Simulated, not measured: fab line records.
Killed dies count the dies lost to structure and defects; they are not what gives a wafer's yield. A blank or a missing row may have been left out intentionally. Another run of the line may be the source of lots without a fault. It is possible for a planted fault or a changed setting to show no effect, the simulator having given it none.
A struck lot beside a sound one | flow berkeleyCmos170 | 21 out of 331 route steps
Sound: these wafers, L554.1, L554.3, L554.5. Struck: wafers L558.2, L558.3, L558.4. At the end, the cause is stated.
Each step with rows lists, per side, the tool, then ch with its chambers, then its first start. Under that, the readings that differ: sound wafers | struck wafers | difference of the means | sigmas: that difference in standard deviations of wafers without a fault.
alike: a reading whose means differ by less than 2 such deviations, as well as words and numbers matching on both sides. not compared: withheld readings; readings where some wafer has no value; bounds like >300 that might hide an equal value; numbers whose values overlap and for which the record gives no deviation.
A row with sigmas, a row that says differs or no value, or rows on one side alone: a step with any of these is where the two part. Non-overlapping numbers with no deviation appear without sigmas and do not part them. Lack of a reading on every wafer of one side parts them only where that side has two or more wafers.

first, 3 steps without rows for these wafers: UCB170_ACTIVE_EXPOSE_10 (exposes mask ACTIVE, target cd 1200 nm); UCB170_ACTIVE_PEB_11; UCB170_ACTIVE_DEVELOP_12 (develop time 45 s).
UCB170_ACTIVE_CD_MEAS_13: target cd 1200 nm.
  sound on cdSem-02, day 5 16:43; struck on cdSem-02, day 6 14:02
  alike: cdNm
UCB170_ACTIVE_OVL_MEAS_14:
  sound on overlay-02, day 5 16:50; struck on overlay-01, day 6 14:08
  alike: ACTIVE_OVL
UCB170_ACTIVE_ETCH_15: etches Si3N4 in CH3F/Ar/O2, stops on SiO2, target depth 242 nm, time 151 s.
  sound on rieDiel-04 ch 1,3, day 5 16:53; struck on rieDiel-02 ch 0,1,3, day 6 14:10
  alike: drypumpMotorCurrentA, oesProductAu, throttleValvePct
  not compared: rfHoursCounterH
UCB170_ACTIVE_STRIP_16: strips in O2.
  sound on plasmaAsher-04 ch 0,1, day 5 16:59; struck on plasmaAsher-01 ch 0,1, day 6 14:16
  alike: drypumpMotorCurrentA, o2FlowSccm, oesProductAu, stripTimeToEndpointS
  not compared: rfHoursCounterH
UCB170_ACTIVE_CD_MEAS_90: target cd 1200 nm.
  sound on cdSem-02, day 5 17:05; struck on cdSem-02, day 6 14:23
  alike: cdNm
then, 4 steps without rows for these wafers: UCB170_ACTIVE_CLEAN_17 (cleans in SPM, time 600 s); UCB170_PFIELD_HMDS_00 (prime time 60 s); UCB170_PFIELD_COAT_01 (resist thk 900 nm); UCB170_PFIELD_SOFTBAKE_02 (time 60 s).
UCB170_PFIELD_EXPOSE_03: exposes mask PFIELD, target cd 1500 nm.
  sound on krfScanner-01 ch 0, day 5 17:59; struck on krfScanner-02 ch 0, day 6 15:37
reading | sound                      | struck                  | difference | sigmas
mask    | PFIELD#0 PFIELD#0 PFIELD#0 | NWELL#0 NWELL#0 NWELL#0 | differs    | 
then, 2 steps without rows for these wafers: UCB170_PFIELD_PEB_04; UCB170_PFIELD_DEVELOP_05 (develop time 45 s).
UCB170_PFIELD_OVL_MEAS_06:
  sound on overlay-01, day 5 18:22; struck on overlay-01, day 6 16:36
reading         | sound  | struck | difference                    | sigmas
PFIELD_OVL (nm) | 8 10 5 | - - -  | no value on the struck wafers | 
following that, these wafers have no rows for 1 step: UCB170_PFIELD_IMPLANT_07.
UCB170_PFIELD_STRIP_08: strips in O2.
  sound on plasmaAsher-02 ch 0,1, day 5 18:34; struck on plasmaAsher-03 ch 0,1, day 6 16:47
  alike: drypumpMotorCurrentA, o2FlowSccm, oesProductAu, stripTimeToEndpointS
  not compared: rfHoursCounterH
UCB170_PFIELD_TW_MEAS_09:
  sound on filmMetro-04, day 5 18:40; struck on filmMetro-01, day 6 16:53
reading   | sound       | struck   | difference | sigmas
PFIELD_TW | 601 597 599 | 30 30 30 | -569       | -99 or more
then, 1 step without rows for these wafers: UCB170_FIELD_CLEAN_00 (cleans in dHF, time 7.5 s).
-- the record jumps here: 4 days lie between the struck wafers' starts before and after (it left off in module FIELD and takes up again in module M3, whose first step shown is number 331 of the route) --
UCB170_M3_PROBE_99:
  rows exist in the record for the struck wafers here (prober-01, day 10 14:14), but not for the sound ones

## WHERE THEY PART
Earliest at UCB170_PFIELD_EXPOSE_03; latest, in this record, at UCB170_M3_PROBE_99.

WHY: what the simulator had put in
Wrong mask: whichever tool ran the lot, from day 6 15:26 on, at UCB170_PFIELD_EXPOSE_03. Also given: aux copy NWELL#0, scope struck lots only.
